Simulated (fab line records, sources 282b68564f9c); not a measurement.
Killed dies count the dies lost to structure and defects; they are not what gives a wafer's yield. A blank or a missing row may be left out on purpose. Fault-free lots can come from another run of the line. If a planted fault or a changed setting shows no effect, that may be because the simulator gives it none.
A lot that was struck, set against a sound lot :: flow ritCmos :: 16 steps out of a route of 202
Sound: these wafers, L324.1, L324.5, L324.6. The struck wafers were L336.3, L336.5, L336.6. The cause comes at the end.
Each step with rows lists, per side, the tool, then ch with its chambers, then its first start. Under that, the readings that differ: sound wafers :: struck wafers :: difference of the means :: sigmas: that difference in standard deviations of wafers without a fault.
alike: words and numbers the same on both sides, and readings whose means are apart by under 2 such deviations; not compared: readings that were withheld, readings missing a value for some wafer, numbers with overlapping values and no deviation given by the record, and bounds like >300 which may hide the same value.
Wherever a step has rows on one side only, a row that says differs or no value, or a row with sigmas, the two part there. Numbers that have no deviation but don't overlap get no sigmas and don't part them. A reading missing from all wafers of one side parts the sides only when that side holds two or more wafers.

RIT_ACTIVE_BOW_MEAS_00:
  sound: filmMetro-03 at day 2 21:00; struck: filmMetro-03 at day 5 09:02
  alike: INCOMING_BOW
then, 1 step without rows for these wafers: RIT_ACTIVE_OXIDATION_01 (target thk 46.8 nm, ox time 3360 s).
RIT_ACTIVE_THK_MEAS_02:
  sound: filmMetro-02 at day 3 01:28; struck: filmMetro-02 at day 5 11:04
  alike: ACTIVE_OXIDE_THK
then, 1 step without rows for these wafers: RIT_ACTIVE_CVD_03 (deposits Si3N4 from SiH2Cl2/NH3, target thk 150 nm, time 1500 s).
RIT_ACTIVE_THK_MEAS_04:
  sound: filmMetro-02 at day 3 02:56; struck: filmMetro-04 at day 5 12:33
  alike: ACTIVE_NITRIDE_THK
then, 1 step without rows for these wafers: RIT_ACTIVE_HMDS_05 (prime time 60 s).
RIT_ACTIVE_COAT_06: resist thk 1000 nm.
  sound on lithoTrack-01 ch 0, day 3 03:16; struck on lithoTrack-01 ch 0, day 5 12:47
reading: model.NOVOLAK_of_ACTIVE_COAT_06.thkNm (nm)
sound: 989.7 987.5 986.6
struck: 476.1 475.5 475.3
difference: -512.3
sigmas: 
then, 3 steps without rows for these wafers: RIT_ACTIVE_SOFTBAKE_07 (time 60 s); RIT_ACTIVE_EXPOSE_08 (exposes mask M1, target cd 1400 nm); RIT_ACTIVE_PEB_09.
RIT_ACTIVE_DEVELOP_10: develop time 50 s.
  sound: lithoTrack-02 ch 0; struck: lithoTrack-01 ch 0
reading: model.ACTIVE.cdNm (nm)
sound: 1400 1398 1399
struck: 1347 1347 1346
difference: -52
sigmas: 
RIT_ACTIVE_CD_MEAS_11: the cd target is 1400 nm.
  sound: cdSem-02 at day 3 04:14; struck: cdSem-02 at day 5 13:29
reading: cdNm (nm)
sound: 1400.5 1398.4 1399.3
struck: 1346.3 1347.6 1346.0
difference: -52.8
sigmas: -23
then, 1 step without rows for these wafers: RIT_ACTIVE_HARDBAKE_12 (time 60 s).
RIT_ACTIVE_ETCH_13: etches Si3N4 in SF6, stops on SiO2, time 210 s, target depth 210 nm.
  sound on rieDiel-04 ch 0,3, day 3 04:30; struck on rieDiel-02 ch 2,3, day 5 13:43
reading: throttleValvePct (%)
sound: 7.71 7.71 7.72
struck: 7.30 7.30 7.48
difference: -0.35
sigmas: -3

reading: model.NOVOLAK_of_ACTIVE_COAT_06.thkNm (nm)
sound: 635.4 633.1 645
struck: 190.5 189.9 193.8
difference: -446.4
sigmas: 

reading: model.ACTIVE.cdNm (nm)
sound: 1400 1398 1399
struck: 1347 1347 1346
difference: -52
sigmas: 
  alike: drypumpMotorCurrentA, oesProductAu
  not compared: rfHoursCounterH
RIT_ACTIVE_STRIP_14: strips in O2, time 180 s.
  sound on plasmaAsher-02 ch 0,1, day 3 04:38; struck on plasmaAsher-03 ch 0,1, day 5 13:54
  alike: drypumpMotorCurrentA
  not compared: rfHoursCounterH
RIT_M1_PROBE_99:
  sound: prober-02 at day 5 00:43; struck: prober-02 at day 7 08:34
reading: model.etest.pplusSal.widthNm (nm)
sound: 3438 3454 3429
struck: 3378 3357 3396
difference: -63
sigmas: 

reading: model.etest.nplusSal.widthNm (nm)
sound: 3445 3452 3456
struck: 3379 3358 3382
difference: -78
sigmas: 

reading: model.etest.pldd.widthNm (nm)
sound: 3194 3207 3190
struck: 3096 3104 3104
difference: -96
sigmas: 

reading: model.etest.nldd.widthNm (nm)
sound: 3201 3196 3186
struck: 3104 3095 3102
difference: -94
sigmas: 

reading: model.etest.nmosNarrow.driveUaUm
sound: 231.4 243.9 235.1
struck: 222.7 222.1 223.2
difference: -14.1
sigmas: 
  alike: killedAtContacts, killedAtFrontEnd, killedDies, killedOpen, killedShort
  not compared: model.etest.pmosNarrow.driveUaUm, model.etest.fieldP.vtV

== WHERE THEY PART ==
First at RIT_ACTIVE_CD_MEAS_11; last, within this record, at RIT_ACTIVE_ETCH_13. Later steps at which nothing parts them and some readings are alike: RIT_ACTIVE_STRIP_14, RIT_M1_PROBE_99.

WHY: whatever the simulator had introduced
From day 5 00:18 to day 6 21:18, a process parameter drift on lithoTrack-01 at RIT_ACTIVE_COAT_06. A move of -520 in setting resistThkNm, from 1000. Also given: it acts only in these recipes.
